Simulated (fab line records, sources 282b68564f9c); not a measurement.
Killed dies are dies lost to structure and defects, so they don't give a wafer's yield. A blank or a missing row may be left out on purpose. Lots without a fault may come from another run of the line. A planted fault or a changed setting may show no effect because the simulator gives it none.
Which tool did it? | flow rit_cmos | 15 lots, 45 wafers sampled, at 2 steps of a route of 202

WHAT THE GAUGES READ, wafer by wafer
RIT_PSD_TW_MEAS_10. Usual: PSD_TW 3432, standard deviation 32.
lot  | measured    | on            | PSD_TW         | flag
L282 | day 3 08:22 | film_metro-03 | 3448 3444 3423 |
L283 | day 3 13:13 | film_metro-03 | 3457 3479 3460 |
L285 | day 3 22:11 | film_metro-03 | 3448 3429 3441 |
L286 | day 4 03:12 | film_metro-04 | 3463 3471 3467 |
L287 | day 4 06:43 | film_metro-02 | 3394 3379 3384 |
L288 | day 4 11:49 | film_metro-03 | 3372 3400 3407 |
L290 | day 4 22:33 | film_metro-04 | 3462 3464 3454 |
L291 | day 5 02:46 | film_metro-03 | 3407 3391 3408 |
L293 | day 5 13:25 | film_metro-04 | 30 30 30       | OFF
L294 | day 5 18:46 | film_metro-03 | 30 30 30       | OFF
L295 | day 6 01:42 | film_metro-04 | 30 30 30       | OFF
L296 | day 6 08:44 | film_metro-04 | 3483 3481 3475 |
L301 | day 7 09:17 | film_metro-02 | 3410 3407 3388 |
L303 | day 7 14:47 | film_metro-04 | 3472 3463 3482 |
L304 | day 7 20:43 | film_metro-04 | 3455 3448 3455 |

WHICH TOOL RAN EACH LOT (tool, then ch and the chambers of the sampled wafers, then the start)
lot  | RIT_NSD_STRIP_09
L282 | plasma_asher-03 ch 0,1, day 3 06:34
L283 | plasma_asher-03 ch 0,1, day 3 11:28
L285 | plasma_asher-01 ch 0,1, day 3 20:27
L286 | plasma_asher-02 ch 0,1, day 4 01:20
L287 | plasma_asher-02 ch 0,1, day 4 04:59
L288 | plasma_asher-01 ch 0,1, day 4 10:05
L290 | plasma_asher-01 ch 0,1, day 4 20:57
L291 | plasma_asher-02 ch 0,1, day 5 01:10
L293 | plasma_asher-03 ch 0,1, day 5 11:49
L294 | plasma_asher-03 ch 1, day 5 16:52
L295 | plasma_asher-02 ch 0,1, day 6 00:04
L296 | plasma_asher-01 ch 0,1, day 6 07:01
L301 | plasma_asher-03 ch 0,1, day 7 07:41
L303 | plasma_asher-03 ch 0,1, day 7 13:04
L304 | plasma_asher-02 ch 0,1, day 7 19:09
- RIT_NSD_STRIP_09: strips in O2, time 180 s.

WHAT THE TOOLS THEMSELVES READ (means of the sampled wafers that have a number; where no wafer has one, the mark that the record gives instead)
RIT_NSD_STRIP_09. Usual: chamber_pressure_mTorr 4000 mTorr, standard deviation 3.5; drypump_motor_current_A 5.8 A, standard deviation 0.35.
lot  | tool            | chamber_pressure_mTorr (mTorr) | drypump_motor_current_A (A) | flag
L282 | plasma_asher-03 | 4000                           | 5.6                         |
L283 | plasma_asher-03 | 3999                           | 6.0                         |
L285 | plasma_asher-01 | 4001                           | 5.7                         |
L286 | plasma_asher-02 | 4001                           | 5.8                         |
L287 | plasma_asher-02 | 4000                           | 5.8                         |
L288 | plasma_asher-01 | 4002                           | 5.9                         |
L290 | plasma_asher-01 | 4001                           | 5.7                         |
L291 | plasma_asher-02 | 4003                           | 5.8                         |
L293 | plasma_asher-03 | -                              | -                           | OFF
L294 | plasma_asher-03 | -                              | -                           | OFF
L295 | plasma_asher-02 | -                              | -                           | OFF
L296 | plasma_asher-01 | 3998                           | 5.9                         |
L301 | plasma_asher-03 | 4000                           | 5.9                         |
L303 | plasma_asher-03 | 3997                           | 6.0                         |
L304 | plasma_asher-02 | 4001                           | 5.8                         |

THE ANSWER, worked out from the rows above alone
Rule: a lot is off if the mean of its wafers that have a number lies more than 3 standard deviations from the usual mean. A lot without any number at a reading at which 4 lots or more have one is off too. The other lots that the step has rows for count as sound. The gauges are gone through in route order, then the tools' own readings, and for those a lot's mean is taken as printed above. The first step at which some lot is off is used, and at that step the reading that is off furthest; a lot without a number counts as furthest.
Off: L293, L294, L295, at RIT_PSD_TW_MEAS_10 (PSD_TW).
A tool fits if, at a process step before that reading, it ran every lot that is off, and no sound lot after the first of them. The gauges at RIT_PSD_TW_MEAS_10 aren't tried: what is off there is off at RIT_NSD_STRIP_09 too, on other tools, and a gauge's error can't cause that. None of those tried fits.

WHAT THE SIMULATOR HAD PUT IN
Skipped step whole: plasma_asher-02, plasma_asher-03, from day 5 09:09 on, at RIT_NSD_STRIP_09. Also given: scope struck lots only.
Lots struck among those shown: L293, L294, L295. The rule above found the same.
